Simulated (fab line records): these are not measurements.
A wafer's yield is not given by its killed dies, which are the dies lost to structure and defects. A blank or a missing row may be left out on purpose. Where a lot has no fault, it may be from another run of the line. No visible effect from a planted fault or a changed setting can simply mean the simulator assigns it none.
What tool caused it? -- flow berkeley-cmos170 -- 42 wafers from 14 lots sampled at 3 of the route's 331 steps

== WHAT EACH GAUGE READ, for each wafer ==
UCB170_V1_CD_MEAS_90: target cd 700 nm. Usual: cd-nm reads 699.9 nm (standard deviation 1.6).
lot,measured,on,cd-nm (nm),flag
L106,day 8 04:41,cd-sem-02,700.0 698.4 701.7,
L110,day 9 00:48,cd-sem-01,699.7 698.5 699.3,
L112,day 9 03:52,cd-sem-02,699.7 700.0 699.6,
L108,day 9 04:05,cd-sem-02,700.7 700.3 701.8,
L111,day 9 05:16,cd-sem-02,702.3 701.2 699.0,
L115,day 10 03:32,cd-sem-02,699.7 701.4 698.8,
L114,day 10 05:06,cd-sem-02,699.3 701.3 700.9,
L113,day 10 06:26,cd-sem-02,700.3 699.3 699.6,
L121,day 11 05:38,cd-sem-01,696.8 698.1 698.4,
L123,day 11 20:10,cd-sem-01,701.9 697.9 700.0,
L125,day 11 21:11,cd-sem-01,701.0 697.0 701.1,
L127,day 12 09:11,cd-sem-02,696.9 696.7 697.0,
L128,day 12 10:24,cd-sem-01,701.2 697.9 699.0,
L129,day 12 21:18,cd-sem-02,701.6 699.1 700.6,

UCB170_V2_THK_MEAS_01. Usual: V2_TEOS_THK gives 2000 nm (standard deviation 34).
lot,measured,on,V2_TEOS_THK (nm),flag
L106,day 8 10:14,film-metro-04,2004 1994 2094,
L110,day 9 04:16,film-metro-01,1982 1996 2037,
L112,day 9 07:49,film-metro-04,1999 2050 2048,
L108,day 9 08:28,film-metro-02,2007 1970 2013,
L111,day 9 08:55,film-metro-01,1980 2017 2009,
L115,day 10 06:34,film-metro-02,2006 2057 2030,
L114,day 10 13:10,film-metro-04,1974 1930 2006,
L113,day 10 13:22,film-metro-04,1978 2007 1999,
L121,day 11 09:18,film-metro-01,1970 1919 1959,
L123,day 11 23:18,film-metro-04,1973 1969 1967,
L125,day 12 00:49,film-metro-01,1994 2019 2047,
L127,day 12 12:05,film-metro-04,1986 1993 2014,
L128,day 12 13:19,film-metro-02,2001 2021 2000,
L129,day 13 01:22,film-metro-02,1962 2000 2020,

== WHICH TOOL RAN EACH LOT (tool, then ch and the chambers of the sampled wafers, then the start) ==
lot,UCB170_V1_STRIP_15
L106,"plasma-asher-02 ch 0,1, day 8 04:35"
L110,"plasma-asher-02 ch 0,1, day 9 00:42"
L112,"plasma-asher-03 ch 0,1, day 9 03:45"
L108,"plasma-asher-01 ch 0,1, day 9 03:58"
L111,"plasma-asher-03 ch 0,1, day 9 05:08"
L115,"plasma-asher-01 ch 1, day 10 03:25"
L114,"plasma-asher-03 ch 0,1, day 10 05:00"
L113,"plasma-asher-03 ch 0,1, day 10 06:20"
L121,"plasma-asher-01 ch 0,1, day 11 05:31"
L123,"plasma-asher-02 ch 0,1, day 11 20:04"
L125,"plasma-asher-01 ch 0,1, day 11 21:04"
L127,"plasma-asher-01 ch 0,1, day 12 09:05"
L128,"plasma-asher-02 ch 0,1, day 12 10:18"
L129,"plasma-asher-03 ch 0,1, day 12 21:08"
- UCB170_V1_STRIP_15: strips in O2.

== WHAT THE TOOLS THEMSELVES READ (means of the sampled wafers that have a number; where no wafer has one, the mark that the record gives instead) ==
UCB170_V1_STRIP_15. Usual: drypump-motor-current-A 5.5 A, standard deviation 0.35; oes-product-au 0.722 a.u., standard deviation 0.0046; strip-time-to-endpoint-s 15.39 s, standard deviation 0.18.
lot,tool,drypump-motor-current-A (A),oes-product-au (a.u.),strip-time-to-endpoint-s (s),flag
L106,plasma-asher-02,5.8,0.724,15.52,
L110,plasma-asher-02,5.9,0.725,15.37,
L112,plasma-asher-03,5.4,0.721,15.42,
L108,plasma-asher-01,5.5,0.721,15.17,
L111,plasma-asher-03,5.4,0.720,15.35,
L115,plasma-asher-01,5.1,0.720,15.41,
L114,plasma-asher-03,5.5,0.723,15.54,
L113,plasma-asher-03,5.5,0.725,15.34,
L121,plasma-asher-01,5.5,0.720,15.52,
L123,plasma-asher-02,5.8,0.720,15.60,
L125,plasma-asher-01,5.3,0.721,15.41,
L127,plasma-asher-01,5.5,0.720,15.57,
L128,plasma-asher-02,5.5,0.724,15.46,
L129,plasma-asher-03,5.4,0.718,15.44,

== THE ANSWER, worked out from the rows above alone ==
Rule: lot off if the mean of its wafers having a number is beyond 3 standard deviations from the usual mean. A lot without any number at a reading at which 4 lots or more have one is off too. All remaining lots with rows at the step are treated as sound. The gauges are gone through in route order, then the tools' own readings, and for those a lot's mean is taken as printed above. At the first step where some lot is off, the reading lying furthest off is the one used; lots without a number count as furthest.
No lot is off on any of the readings shown, so nothing can be concluded from this.

== WHAT THE SIMULATOR HAD INSERTED ==
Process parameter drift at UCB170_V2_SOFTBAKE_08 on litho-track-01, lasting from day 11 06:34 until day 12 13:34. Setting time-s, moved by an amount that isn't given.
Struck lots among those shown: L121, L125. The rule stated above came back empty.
